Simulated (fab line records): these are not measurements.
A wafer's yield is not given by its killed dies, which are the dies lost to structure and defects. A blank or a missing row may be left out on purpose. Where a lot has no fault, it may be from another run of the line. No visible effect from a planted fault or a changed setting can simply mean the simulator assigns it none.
Chamber matching    flow berkeley_cmos170    UCB170_V2_CMP_02 on cmp-01 has 4 sister chambers
The step polishes SiO2. 4 wafers are shown with their chamber, then 7 later ones without.

WAFERS, EACH WITH ITS CHAMBER
wafer   chamber  motor_current_A (A)
L882.5  2        17.7
L882.6  3        16.9
L883.1  1        14.4
L883.2  0        15.9

WAFERS WITH NO CHAMBER GIVEN
wafer   motor_current_A (A)
L883.5  14.9
L889.2  14.8
L889.4  18.2
L889.6  15.5
L888.2  15.1
L888.3  17.0
L888.6  16.2

WHICH CHAMBER EACH WENT THROUGH
wafer   from the rows above      in truth
L883.5  can't be placed: 1 or 0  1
L889.2  can't be placed: 1 or 0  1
L889.4  can't be placed: 2 or 3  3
L889.6  can't be placed: 0 or 1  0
L888.2  can't be placed: 1 or 0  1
L888.3  can't be placed: 3 or 2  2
L888.6  can't be placed: 0 or 3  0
Placed correctly: 0 of 7. Cannot be placed on the basis of these rows: 7; the candidates contain the true chamber in 7. Wrongly placed: 0.
How it was worked out, from the rows above alone: a wafer's distance from a chamber is the root of the sum, over the readings, of the square of ((its reading less the chamber's mean) divided by the reading's scatter). If the next closest chamber is less than 2 further off than the closest, the wafer can't be placed; otherwise it belongs to the closest. Each chamber's mean is taken over the wafers shown for it. The scatter (one wafer shown for each chamber): square how far every hidden wafer sits from the nearest shown wafer, average those squares and take the square root.
